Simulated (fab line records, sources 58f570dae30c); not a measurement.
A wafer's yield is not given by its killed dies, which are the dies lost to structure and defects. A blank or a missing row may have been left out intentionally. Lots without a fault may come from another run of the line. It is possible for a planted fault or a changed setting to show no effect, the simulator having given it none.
Problem report in the 8D (eight disciplines) form, filled by code + flow berkeley_cmos170 + the parts of the form that need people (team, actions taken, sign-off) are left out

## 1. PROBLEM STATEMENT
Mean of strip_time_to_endpoint_s at UCB170_V1_STRIP_15: 14.56 s across 6 wafers in 2 lots; on wafers with no fault it is 15.29 s (standard deviation 0.1). Measured from the usual mean, that is -7.2 standard deviations.
The step: strips in O2.
Earliest sighting: wafer L765.1 on plasma_asher-02 at day 9 13:26. The record has a number at this step for 36 wafers belonging to 12 lots. By rule, "out" or "out of limits" means more than 4 standard deviations away from the usual mean. All remaining wafers that have a number are taken as sound.

## 2. WHAT THIS IS AND IS NOT
| question                    | is                       | is not                                                                                             |
|-----------------------------|--------------------------|----------------------------------------------------------------------------------------------------|
| which readings at this step | strip_time_to_endpoint_s | drypump_motor_current_A, oes_product_au                                                            |
| which lots                  | L764, L765               | L754, L755, L757, L759, L767, L769, L770, L771, L772, L777                                         |
| which wafers of those lots  | all that have a number   | -                                                                                                  |
| read on which tools         | plasma_asher-02          | plasma_asher-01, plasma_asher-04                                                                   |
| when                        | from day 9 13:26         | up to then (12 sound wafers); but 18 sound wafers of L767, L769, L770, L771, L772, L777 came after |

## 3. WHAT RULES OUT EACH SUSPECT
Counting: any tool at a process step up to the reading is kept as a suspect provided that every lot that is out went through it and no sound lot did after the first of them.
- rie_diel-01 at UCB170_V1_ETCH_14 (etches SiO2 in CHF3/CF4/Ar, stops on Al, target depth 1250 nm, time 291 s): kept. It ran every lot that is out, first L765 (day 9 13:16), and no sound lot after that.
- plasma_asher-02 at UCB170_V1_STRIP_15 (strips in O2): ruled out as a lasting fault. Sound lots L767, L769 ran on it after its first lot that is out, L765 (day 9 13:26).
Remaining after the count: rie_diel-01 at UCB170_V1_ETCH_14.

## 4. THE CAUSE (what the simulator had put in)
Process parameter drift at UCB170_V1_ETCH_14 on rie_diel-01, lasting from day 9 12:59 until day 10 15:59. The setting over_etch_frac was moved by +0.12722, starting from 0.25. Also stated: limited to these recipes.
The count eliminated every tool but this one.

## 5. THE CHAIN OF EFFECTS, in route order
One row per reading whose mean, taken over the struck wafers that have a number, lies over 3 standard deviations from the usual. Scope: only readings with a usual standard deviation given in the record; hours: median across lots of the time from each lot's start at the first step in this table that gives one to its start at this step; sigmas: change in usual standard deviations.
| hours | step               | reading                  | usual      | on struck wafers | change | sigmas |
|-------|--------------------|--------------------------|------------|------------------|--------|--------|
| 0     | UCB170_V1_ETCH_14  | oes_product_au           | 0.874 a.u. | 0.825            | -0.049 | -3.5   |
| 0     | UCB170_V1_STRIP_15 | strip_time_to_endpoint_s | 15.29 s    | 14.56            | -0.72  | -7.2   |
Here are the process steps it includes:
- UCB170_V1_ETCH_14: etches SiO2 in CHF3/CF4/Ar, stops on Al, target depth 1250 nm, time 291 s.
- UCB170_V1_STRIP_15: strips in O2.

## 6. HOW IT WOULD HAVE BEEN CAUGHT EARLIER
First out-of-limits reading in this record: day 9 13:26, which is 0 hours after fault onset at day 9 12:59.
An alarm limit of 4 standard deviations would not have fired on the tool readings at UCB170_V1_ETCH_14 for which the record gives a usual standard deviation, since none of them was out on any struck wafer.
L764, from the lots that are out (2), started UCB170_V1_ETCH_14 on rie_diel-01 later than day 9 13:26. A hold on the tool at that time would have spared it.
